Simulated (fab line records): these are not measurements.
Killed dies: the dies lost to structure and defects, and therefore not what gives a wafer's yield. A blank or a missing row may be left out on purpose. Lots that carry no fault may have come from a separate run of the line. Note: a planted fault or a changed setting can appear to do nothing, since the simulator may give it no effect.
A struck lot beside a sound one -- flow rit_cmos -- 16 out of 202 route steps
Sound: wafers L399.3, L399.5, L399.6. Struck: wafers L404.1, L404.4, L404.5. At the end, the cause is stated.
Each step with rows lists, per side, the tool, then ch with its chambers, then its first start. Under that, the readings that differ: sound wafers -- struck wafers -- difference of the means -- sigmas: that difference in standard deviations of wafers without a fault.
alike: readings with means less than 2 such deviations apart, plus words and numbers identical on both sides. not compared: withheld readings, readings lacking a value on some wafer, bounds such as >300 that could conceal the same value, and numbers that have no deviation in the record and whose values overlap.
The two part at a step that has a row with sigmas, a row that says differs or no value, or rows on one side only. When numbers do not overlap yet have no deviation, they are printed without sigmas and do not part them. A reading missing from all wafers of one side parts the sides only when that side holds two or more wafers.

RIT_ACTIVE_BOW_MEAS_00:
  sound on film_metro-02 at day 1 20:02; struck on film_metro-01 at day 2 21:00
  alike: INCOMING_BOW
then, 1 step without rows for these wafers: RIT_ACTIVE_OXIDATION_01 (target thk 46.8 nm, ox time 3360 s).
RIT_ACTIVE_THK_MEAS_02:
  sound on film_metro-03 at day 1 22:04; struck on film_metro-01 at day 2 23:03
  alike: ACTIVE_OXIDE_THK
then, 1 step without rows for these wafers: RIT_ACTIVE_CVD_03 (deposits Si3N4 from SiH2Cl2/NH3, target thk 150 nm, time 1500 s).
RIT_ACTIVE_THK_MEAS_04:
  sound on film_metro-03 at day 1 23:33; struck on film_metro-01 at day 3 00:32
  alike: ACTIVE_NITRIDE_THK
then, 3 steps without rows for these wafers: RIT_ACTIVE_HMDS_05 (prime time 60 s); RIT_ACTIVE_COAT_06 (resist thk 1000 nm); RIT_ACTIVE_SOFTBAKE_07 (time 60 s).
RIT_ACTIVE_EXPOSE_08: exposes mask M1, target cd 1400 nm.
  sound on iline_stepper-02 ch 0, day 2 00:05; struck on iline_stepper-01 ch 0, day 3 01:10
reading,sound,struck,difference,sigmas
mask,M1#0 M1#0 M1#0,M1_R1#0 M1_R1#0 M1_R1#0,differs,
  alike: stage_vel_mm_s
then, 2 steps without rows for these wafers: RIT_ACTIVE_PEB_09; RIT_ACTIVE_DEVELOP_10 (develop time 50 s).
RIT_ACTIVE_CD_MEAS_11 targets a cd of 1400 nm.
  sound on cd_sem-02 at day 2 00:29; struck on cd_sem-01 at day 3 01:34
reading,sound,struck,difference,sigmas
cd_nm (nm),1398.4 1398.9 1397.1,1278.3 1280.1 1277.5,-119.5,-50
then, 1 step without rows for these wafers: RIT_ACTIVE_HARDBAKE_12 (time 60 s).
RIT_ACTIVE_ETCH_13: etches Si3N4 in SF6, stops on SiO2, time 210 s, target depth 210 nm.
  sound on rie_diel-01 ch 0,1,3, day 2 00:43; struck on rie_diel-01 ch 0,1, day 3 01:50
reading,sound,struck,difference,sigmas
model.ACTIVE.cd_nm (nm),1398 1399 1397,1278 1280 1278,-119,
  alike: chamber_pressure_mTorr, drypump_motor_current_A, oes_product_au, throttle_valve_pct
  not compared: rf_hours_counter_h
RIT_ACTIVE_STRIP_14: strips in O2, time 180 s.
  sound on plasma_asher-03 ch 0,1, day 2 00:54; struck on plasma_asher-03 ch 0, day 3 01:58
  alike: chamber_pressure_mTorr, drypump_motor_current_A
  not compared: rf_hours_counter_h
RIT_M1_PROBE_99:
  sound on prober-02 at day 3 20:41; struck on prober-01 at day 4 22:53
reading,sound,struck,difference,sigmas
model.etest.nplus_sal.width_nm (nm),3404 3461 3449,3325 3303 3330,-119,
model.etest.pplus_sal.width_nm (nm),3424 3437 3432,3307 3314 3330,-114,
model.etest.nldd.width_nm (nm),3151 3187 3187,3042 3057 3055,-124,
model.etest.pldd.width_nm (nm),3157 3193 3191,3054 3063 3027,-132,
model.etest.nmos_narrow.drive_ua_um,220.3 228.9 226.9,203.3 194.7 202.9,-25.1,
model.etest.pmos_narrow.drive_ua_um,99.47 101.2 101.2,91.88 90.54 90.69,-9.59,
model.etest.field_p_metal.vt_v (V),-28.25 -28.96 -28.98,-27.07 -27.38 -27.05,+1.56,
model.etest.field_p.vt_v (V),-12.61 -12.59 -12.6,-11.91 -11.93 -12.05,+0.64,
  alike: killed_at_M0_to_M3, killed_at_front_end, killed_dies, killed_open, killed_short

## WHERE THEY PART
First at RIT_ACTIVE_EXPOSE_08; last, within this record, at RIT_ACTIVE_CD_MEAS_11. Later steps at which nothing parts them and some readings are alike: RIT_ACTIVE_ETCH_13, RIT_ACTIVE_STRIP_14, RIT_M1_PROBE_99.

WHY: what the simulator had put in
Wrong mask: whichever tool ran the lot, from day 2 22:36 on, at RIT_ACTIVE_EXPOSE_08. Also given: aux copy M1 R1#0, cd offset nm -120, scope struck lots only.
